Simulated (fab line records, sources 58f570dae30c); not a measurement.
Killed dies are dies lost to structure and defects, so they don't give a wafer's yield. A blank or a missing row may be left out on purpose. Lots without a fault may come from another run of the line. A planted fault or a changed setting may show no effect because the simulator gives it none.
Tool commonality check | flow berkeley_cmos170 | 14 lots, 40 wafers sampled

WHY IT WAS OPENED
At UCB170_GATE_THK_MEAS_02 the reading GATE_OXIDE_THK is flagged on 2 of 14 lots. Wafers without a fault read 6.55 nm, standard deviation 0.14.
Rule: a lot is flagged when every wafer of it that has a number lies more than 4 standard deviations from that mean, or none has a number. The other lots count as sound.

lot  | measured     | on            | GATE_OXIDE_THK (nm), wafer by wafer | flag
L651 | day 7 04:50  | film_metro-04 | 6.78 6.56 6.65                      |
L653 | day 7 04:50  | film_metro-02 | 6.63 6.65 6.69                      |
L652 | day 7 04:53  | film_metro-03 | 6.52 6.66 6.59                      |
L655 | day 8 01:37  | film_metro-03 | 7.11 7.36                           | FLAGGED
L654 | day 8 01:37  | film_metro-04 | 7.34 7.43                           | FLAGGED
L659 | day 9 05:23  | film_metro-02 | 6.67 6.63 6.55                      |
L665 | day 10 23:25 | film_metro-03 | 6.48 6.58 6.74                      |
L667 | day 10 23:25 | film_metro-02 | 6.63 6.54 6.47                      |
L666 | day 10 23:25 | film_metro-04 | 6.31 6.31 6.19                      |
L670 | day 11 20:47 | film_metro-02 | 6.47 6.42 6.43                      |
L671 | day 11 20:47 | film_metro-03 | 6.48 6.45 6.45                      |
L674 | day 12 08:46 | film_metro-03 | 6.47 6.48 6.53                      |
L673 | day 12 08:46 | film_metro-02 | 6.54 6.37 6.53                      |
L672 | day 12 08:48 | film_metro-04 | 6.55 6.50 6.43                      |
The numbers of the flagged lots are 7.31 nm on average: +0.76 nm against the usual, or +5 standard deviations.

WHICH TOOL RAN EACH LOT
The record holds 2 process steps before the reading, out of a route of 331 steps. In each cell: the tool, then ch and the chambers that the sampled wafers went through, then the start.
lot  | flag    | UCB170_ACTIVE_STRIP_16               | UCB170_GATE_OXIDATION_01
L651 |         | plasma_asher-01 ch 0,1, day 5 02:04  | furnace-04 ch 0, day 7 03:20
L653 |         | plasma_asher-02 ch 0,1, day 5 08:57  | furnace-04 ch 0, day 7 03:20
L652 |         | plasma_asher-01 ch 0,1, day 5 08:40  | furnace-04 ch 0, day 7 03:20
L655 | FLAGGED | plasma_asher-03 ch 0,1, day 6 02:43  | furnace-04 ch 0, day 8 00:05
L654 | FLAGGED | plasma_asher-02 ch 0,1, day 6 02:57  | furnace-04 ch 0, day 8 00:05
L659 |         | plasma_asher-03 ch 0,1, day 6 17:40  | furnace-01 ch 0, day 9 03:53
L665 |         | plasma_asher-03 ch 0,1, day 7 23:53  | furnace-01 ch 0, day 10 21:55
L667 |         | plasma_asher-01 ch 0,1, day 8 00:01  | furnace-01 ch 0, day 10 21:55
L666 |         | plasma_asher-02 ch 0,1, day 7 23:37  | furnace-01 ch 0, day 10 21:55
L670 |         | plasma_asher-02 ch 0,1, day 9 14:07  | furnace-01 ch 0, day 11 19:17
L671 |         | plasma_asher-03 ch 0,1, day 9 14:22  | furnace-01 ch 0, day 11 19:17
L674 |         | plasma_asher-03 ch 0,1, day 10 03:59 | furnace-01 ch 0, day 12 07:13
L673 |         | plasma_asher-01 ch 0,1, day 10 04:11 | furnace-01 ch 0, day 12 07:13
L672 |         | plasma_asher-01 ch 0,1, day 10 03:52 | furnace-01 ch 0, day 12 07:13
What these steps do:
- UCB170_ACTIVE_STRIP_16: strips in O2.
- UCB170_GATE_OXIDATION_01: target thk 6.6 nm, ox time 1800 s.
- UCB170_GATE_THK_MEAS_02

FLAGGED OVER TOTAL, TOOL BY TOOL (the gauges that took the reading come last)
step                     | tool            | lots run | flagged | share of the flagged lots | sound lots run after its first flagged lot
UCB170_ACTIVE_STRIP_16   | plasma_asher-01 | 5        | 0       | none                      | -
UCB170_ACTIVE_STRIP_16   | plasma_asher-02 | 4        | 1       | some                      | 2 (L666,L670)
UCB170_ACTIVE_STRIP_16   | plasma_asher-03 | 5        | 1       | some                      | 4 (L659,L665,L671,L674)
UCB170_GATE_OXIDATION_01 | furnace-01      | 9        | 0       | none                      | -
UCB170_GATE_OXIDATION_01 | furnace-04      | 5        | 2       | all                       | 0
UCB170_GATE_THK_MEAS_02  | film_metro-02   | 5        | 0       | none                      | -
UCB170_GATE_THK_MEAS_02  | film_metro-03   | 5        | 1       | some                      | 3 (L665,L671,L674)
UCB170_GATE_THK_MEAS_02  | film_metro-04   | 4        | 1       | some                      | 2 (L666,L672)

WHAT THE TABLE ALLOWS
1 row of the table ran every flagged lot: furnace-04 at UCB170_GATE_OXIDATION_01.
- furnace-04 at UCB170_GATE_OXIDATION_01: 2 of its 5 lots flagged. Its last sound lot is L651 (day 7 03:20), its first flagged lot L654 (day 8 00:05): a fault that began between those two fits.
One tool is left: furnace-04 at UCB170_GATE_OXIDATION_01.

WHAT THE SIMULATOR HAD PUT IN
Process parameter drift: furnace-04, from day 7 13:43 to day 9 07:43, at UCB170_GATE_OXIDATION_01. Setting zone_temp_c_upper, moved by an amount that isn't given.
Lots struck among those shown: L655, L654. The rule above found the same.
